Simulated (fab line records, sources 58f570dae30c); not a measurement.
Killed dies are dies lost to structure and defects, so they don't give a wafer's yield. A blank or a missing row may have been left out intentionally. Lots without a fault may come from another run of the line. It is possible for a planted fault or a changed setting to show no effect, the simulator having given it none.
Matching of chambers / flow berkeleyCmos170 / 4 sister chambers for UCB170_ACTIVE_ETCH_15 on rieDiel-04
The step etches Si3N4 in CH3F/Ar/O2, stops on SiO2, target depth 242 nm, time 151 s. 14 wafers are shown with their chamber, then 7 later ones without.

WAFERS PAIRED WITH THEIR CHAMBERS
wafer=L677.1; chamber=3; throttleValvePct (%)=8.00; oesProductAu (a.u.)=0.986; chamberPressureMTorr (mTorr)=49.97
wafer=L677.4; chamber=2; throttleValvePct (%)=8.07; oesProductAu (a.u.)=0.957; chamberPressureMTorr (mTorr)=49.87
wafer=L677.6; chamber=3; throttleValvePct (%)=8.01; oesProductAu (a.u.)=0.975; chamberPressureMTorr (mTorr)=49.91
wafer=L680.1; chamber=3; throttleValvePct (%)=8.00; oesProductAu (a.u.)=0.966; chamberPressureMTorr (mTorr)=49.97
wafer=L680.3; chamber=2; throttleValvePct (%)=8.10; oesProductAu (a.u.)=0.954; chamberPressureMTorr (mTorr)=50.14
wafer=L680.6; chamber=3; throttleValvePct (%)=8.02; oesProductAu (a.u.)=0.979; chamberPressureMTorr (mTorr)=49.96
wafer=L683.1; chamber=1; throttleValvePct (%)=8.21; oesProductAu (a.u.)=0.941; chamberPressureMTorr (mTorr)=49.96
wafer=L683.3; chamber=2; throttleValvePct (%)=8.07; oesProductAu (a.u.)=0.952; chamberPressureMTorr (mTorr)=50.07
wafer=L683.6; chamber=3; throttleValvePct (%)=7.99; oesProductAu (a.u.)=0.982; chamberPressureMTorr (mTorr)=49.86
wafer=L691.1; chamber=1; throttleValvePct (%)=8.21; oesProductAu (a.u.)=0.940; chamberPressureMTorr (mTorr)=49.96
wafer=L691.2; chamber=0; throttleValvePct (%)=8.01; oesProductAu (a.u.)=0.973; chamberPressureMTorr (mTorr)=49.94
wafer=L691.6; chamber=2; throttleValvePct (%)=8.11; oesProductAu (a.u.)=0.952; chamberPressureMTorr (mTorr)=50.07
wafer=L695.1; chamber=3; throttleValvePct (%)=7.99; oesProductAu (a.u.)=0.959; chamberPressureMTorr (mTorr)=49.96
wafer=L695.5; chamber=3; throttleValvePct (%)=8.00; oesProductAu (a.u.)=0.961; chamberPressureMTorr (mTorr)=50.00

SIGNATURES (averages over the wafers above)
reading=throttleValvePct; chamber 0=8.0100; chamber 1=8.2100; chamber 2=8.0875; chamber 3=8.0014; scatter within a chamber=0.014
reading=oesProductAu; chamber 0=0.97300; chamber 1=0.94050; chamber 2=0.95375; chamber 3=0.97257; scatter within a chamber=0.00834
reading=chamberPressureMTorr; chamber 0=49.9400; chamber 1=49.9600; chamber 2=50.0375; chamber 3=49.9471; scatter within a chamber=0.0734
Rule: for each reading, subtract the chamber's mean from the wafer's reading, divide by that reading's scatter and square the result; add these up over the readings and take the root, which gives the wafer's distance from the chamber. The wafer belongs to the nearest chamber; if the next one is less than 2 further off, it can't be placed. The scatter is the square root of a quotient: the sum, over the shown wafers, of each reading's squared deviation from its chamber's mean, divided by wafers minus chambers.

WAFERS MISSING THEIR CHAMBER
wafer=L695.6; throttleValvePct (%)=8.09; oesProductAu (a.u.)=0.942; chamberPressureMTorr (mTorr)=50.02
wafer=L697.1; throttleValvePct (%)=8.08; oesProductAu (a.u.)=0.959; chamberPressureMTorr (mTorr)=50.04
wafer=L697.2; throttleValvePct (%)=8.03; oesProductAu (a.u.)=0.961; chamberPressureMTorr (mTorr)=50.06
wafer=L697.5; throttleValvePct (%)=8.01; oesProductAu (a.u.)=0.960; chamberPressureMTorr (mTorr)=50.05
wafer=L700.2; throttleValvePct (%)=8.02; oesProductAu (a.u.)=0.955; chamberPressureMTorr (mTorr)=49.94
wafer=L700.3; throttleValvePct (%)=8.10; oesProductAu (a.u.)=0.946; chamberPressureMTorr (mTorr)=50.05
wafer=L700.5; throttleValvePct (%)=8.01; oesProductAu (a.u.)=0.959; chamberPressureMTorr (mTorr)=49.99

WHICH CHAMBER EACH ONE RAN IN
wafer=L695.6; from the rows above=2; in truth=2
wafer=L697.1; from the rows above=2; in truth=2
wafer=L697.2; from the rows above=can't be placed: 0 or 3 or 2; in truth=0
wafer=L697.5; from the rows above=can't be placed: 3 or 0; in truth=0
wafer=L700.2; from the rows above=can't be placed: 0 or 3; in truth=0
wafer=L700.3; from the rows above=2; in truth=2
wafer=L700.5; from the rows above=can't be placed: 0 or 3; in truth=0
Correctly placed: 3 of 7. Can't be placed from these rows: 4 (the true chamber is among the candidates in 4). 0 placed wrongly.
